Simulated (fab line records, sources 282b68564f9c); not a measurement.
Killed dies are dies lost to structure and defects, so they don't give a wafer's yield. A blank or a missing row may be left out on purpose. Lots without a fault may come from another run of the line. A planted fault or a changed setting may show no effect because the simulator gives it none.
Which tool did it? | flow rit_cmos | 12 lots, 36 wafers sampled, at 2 steps of a route of 202

WHAT THE GAUGES READ, wafer by wafer
The record holds no reading of a measuring or inspecting step that can be judged against a usual standard deviation.

WHICH TOOL RAN EACH LOT (tool, then ch and the chambers of the sampled wafers, then the start)
lot  | RIT_PWELL_IMPLANT_08           | RIT_M1_PROBE_99
L157 | implanter-02 ch 0, day 2 00:39 | prober-02, day 3 13:52
L158 | implanter-02 ch 0, day 2 08:19 | prober-01, day 4 00:20
L160 | implanter-04 ch 0, day 2 13:56 | prober-01, day 4 07:01
L168 | implanter-03 ch 0, day 4 10:35 | prober-01, day 5 23:28
L169 | implanter-03 ch 0, day 4 16:11 | prober-02, day 6 03:59
L172 | implanter-02 ch 0, day 5 04:40 | prober-01, day 6 15:50
L174 | implanter-04 ch 0, day 5 15:19 | prober-01, day 7 04:01
L175 | implanter-02 ch 0, day 5 20:43 | prober-02, day 7 10:16
L176 | implanter-02 ch 0, day 6 00:43 | prober-01, day 7 13:28
L177 | implanter-04 ch 0, day 6 07:01 | prober-02, day 7 20:28
L179 | implanter-02 ch 0, day 6 15:10 | prober-02, day 8 04:49
L180 | implanter-02 ch 0, day 6 17:57 | prober-01, day 8 06:13
- RIT_PWELL_IMPLANT_08
- RIT_M1_PROBE_99

WHAT THE TOOLS THEMSELVES READ (means of the sampled wafers that have a number; where no wafer has one, the mark that the record gives instead)
RIT_PWELL_IMPLANT_08.
lot  | tool         | beam_energy_keV
L157 | implanter-02 | 170.07
L158 | implanter-02 | 170.07
L160 | implanter-04 | 169.94
L168 | implanter-03 | 174.56
L169 | implanter-03 | 174.66
L172 | implanter-02 | 169.93
L174 | implanter-04 | 170.05
L175 | implanter-02 | 169.99
L176 | implanter-02 | 169.98
L177 | implanter-04 | 169.95
L179 | implanter-02 | 169.93
L180 | implanter-02 | 170.04

RIT_M1_PROBE_99.
lot  | tool      | killed_at_front_end | killed_dies | killed_open | killed_short
L157 | prober-02 | 8                   | 8           | 4.0         | 3.7
L158 | prober-01 | 7                   | 7           | 2.7         | 3.3
L160 | prober-01 | 10                  | 10          | 5.0         | 4.7
L168 | prober-01 | 6                   | 6           | 2.7         | 3.3
L169 | prober-02 | 9                   | 9           | 3.3         | 6.0
L172 | prober-01 | 5                   | 5           | 3.0         | 2.0
L174 | prober-01 | 7                   | 7           | 2.3         | 4.3
L175 | prober-02 | 10                  | 10          | 5.7         | 4.0
L176 | prober-01 | 6                   | 6           | 3.7         | 2.0
L177 | prober-02 | 4                   | 4           | 2.3         | 1.7
L179 | prober-02 | 5                   | 5           | 2.3         | 3.0
L180 | prober-01 | 5                   | 5           | 3.0         | 2.0

THE ANSWER, worked out from the rows above alone
Rule: what is usual is taken from the lots themselves. Put in order of their means at a reading, lots are off if they are a third of the lots or fewer, leave a main group of 4 or more, and stand apart from it by a gap of 3 or more times the standard deviation of the main group's means; of several such gaps the widest counts. A main group whose means are all the same, to the digits that the tables above print for the reading, isn't used. A lot without any number at a reading at which 4 lots or more have one is off too. The other lots that the step has rows for count as sound. The gauges are gone through in route order, then the tools' own readings, and for those a lot's mean is taken as printed above. The first step at which some lot is off is used, and at that step the reading that is off furthest; a lot without a number counts as furthest.
Off: L168, L169, at RIT_PWELL_IMPLANT_08 (beam_energy_keV). The main group: mean 170.00, standard deviation 0.055.
A tool fits if, at that step or a process step before it, it ran every lot that is off, and no sound lot after the first of them. One fits: implanter-03 at RIT_PWELL_IMPLANT_08. It ran no sound lot before its first lot that is off in this sample, so the start can't be narrowed down.
The tool's own readings at RIT_PWELL_IMPLANT_08 bear it out: on the lots that are off they differ by more than 5 times the standard deviation of the sound lots' means. beam_energy_keV reads 174.61 there against 170.00 on the sound lots.

WHAT THE SIMULATOR HAD PUT IN
Process parameter drift: implanter-03, from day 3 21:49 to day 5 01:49, at RIT_PWELL_IMPLANT_08. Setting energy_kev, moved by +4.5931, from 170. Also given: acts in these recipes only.
Lots struck among those shown: L168, L169. The rule above found the same.
